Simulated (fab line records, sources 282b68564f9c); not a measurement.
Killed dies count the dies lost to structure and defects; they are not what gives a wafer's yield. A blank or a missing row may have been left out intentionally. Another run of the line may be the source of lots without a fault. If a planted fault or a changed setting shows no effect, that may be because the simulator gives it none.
One fault seen from 2 desks	flow rit_cmos	numbers are kept per desk, each desk with only its own; the story behind them comes last

FOR THE TOOL OWNER'S DESK: rie_metal-01
The tool's own readings at RIT_M1_METAL_ETCH_12 (etches Al in Cl2/BCl3, stops on SiO2, time 165 s, target depth 600 nm): means of the sampled wafers that have a number, for each lot that ran on this tool. Marked OUT: a lot whose mean sits more than 4 standard deviations from the usual mean, which makes it out of limits; the brackets give that distance.
Columns: A = drypump_motor_current_A at RIT_M1_METAL_ETCH_12, usual 5.6 A; B = oes_product_au at RIT_M1_METAL_ETCH_12, usual 0.775 a.u.; C = throttle_valve_pct at RIT_M1_METAL_ETCH_12, usual 8.21 %
lot	first seen here	A	B	C
L509	day 3 16:59	5.7	0.782	8.21
L512	day 4 08:21	5.5	0.781	8.16
L515	day 5 00:16	5.6	0.782	8.15
L521	day 6 04:17	5.4	0.772	8.11
L524	day 6 23:11	5.5	0.777	8.16
Result from this desk: across the 5 lots, nothing is out of limits.

FROM THE METROLOGY DESK
Means of the sampled wafers that have a number, per lot and without regard to the tool the lot ran on: this is what the gauges read. Marked OUT: a lot whose mean sits more than 4 standard deviations from the usual mean, which makes it out of limits; the brackets give that distance.
Columns: A = cd_nm at RIT_M1_CD_MEAS_90, usual 2601 nm
lot	first seen here	A
L507	day 3 07:28	2599
L509	day 3 17:32	2597
L510	day 3 22:56	2601
L511	day 4 07:41	2597
L512	day 4 08:52	2602
L514	day 4 21:27	2604
L515	day 5 00:47	2598
L516	day 5 05:10	2603
L521	day 6 04:50	2590
L523	day 6 15:15	2598
L524	day 6 23:41	2595
L525	day 7 05:26	2599
L528	day 7 22:32	2601
L530	day 8 06:02	2602
Result from this desk: across the 14 lots, nothing is out of limits.

BROUGHT TOGETHER
The tool owner's desk saw nothing out of limits.
From the metrology desk's view, nothing was out of limits.

WHAT THE SIMULATOR HAD PUT IN
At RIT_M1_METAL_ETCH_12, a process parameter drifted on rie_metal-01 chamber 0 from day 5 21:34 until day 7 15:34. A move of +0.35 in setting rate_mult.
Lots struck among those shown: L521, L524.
